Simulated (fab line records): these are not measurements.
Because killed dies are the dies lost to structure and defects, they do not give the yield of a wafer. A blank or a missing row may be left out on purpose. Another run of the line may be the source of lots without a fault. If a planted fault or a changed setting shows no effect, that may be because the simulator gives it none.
Which of the tools did it?	flow berkeley-cmos170	21 wafers from 7 lots sampled at 2 of the route's 331 steps

WHAT THE GAUGES READ, wafer by wafer
UCB170_PSD_CD_MEAS_06: target cd 1200 nm.
lot	measured	on	cd-nm (nm)
L874	day 6 22:12	cd-sem-01	1198.5 1198.3 1199.2
L877	day 7 06:22	cd-sem-01	1200.6 1199.9 1200.4
L880	day 7 20:22	cd-sem-02	1199.7 1198.7 1200.0
L884	day 8 19:45	cd-sem-01	- - -
L891	day 10 06:08	cd-sem-01	1201.2 1200.6 1200.6
L893	day 10 15:53	cd-sem-01	1203.1 1201.1 1200.7
L896	day 10 16:26	cd-sem-02	1200.2 1200.7 1201.2

WHICH TOOL RAN EACH LOT (tool, then ch and the chambers of the sampled wafers, then the start)
lot	UCB170_PSD_PEB_04
L874	litho-track-01 ch 0, day 6 21:55
L877	litho-track-04 ch 0, day 7 06:05
L880	litho-track-02 ch 0, day 7 20:06
L884	litho-track-04, day 8 19:29
L891	litho-track-01 ch 0, day 10 05:52
L893	litho-track-01 ch 0, day 10 15:37
L896	litho-track-01 ch 0, day 10 16:10
- UCB170_PSD_PEB_04

THE ANSWER, worked out from the rows above alone
Rule: the usual values come from the lots themselves. Put in order of their means at a reading, lots are off if they are a third of the lots or fewer, leave a main group of 4 or more, and stand apart from it by a gap of 3 or more times the standard deviation of the main group's means; of several such gaps the widest counts. If all means in a main group match to the digits the tables above print for the reading, that group is not used. Also off: a lot with no number at a reading for which 4 or more lots have one. All remaining lots with rows at the step are treated as sound.
Off: L884 (UCB170_PSD_CD_MEAS_06, cd-nm). Without a number there: L884. For the main group the mean is 1200.3 nm and the standard deviation 0.96.
A tool fits if, at a process step before that reading, it ran every lot that is off, and no sound lot after the first of them. Those tools and the gauges at UCB170_PSD_CD_MEAS_06 are tried in the same way. One candidate fits, namely litho-track-04 at UCB170_PSD_PEB_04. Its last sound lot is L877 (day 7 06:05), its first lot that is off L884 (day 8 19:29): a fault that began between those two fits.

WHAT WAS PUT IN BY THE SIMULATOR
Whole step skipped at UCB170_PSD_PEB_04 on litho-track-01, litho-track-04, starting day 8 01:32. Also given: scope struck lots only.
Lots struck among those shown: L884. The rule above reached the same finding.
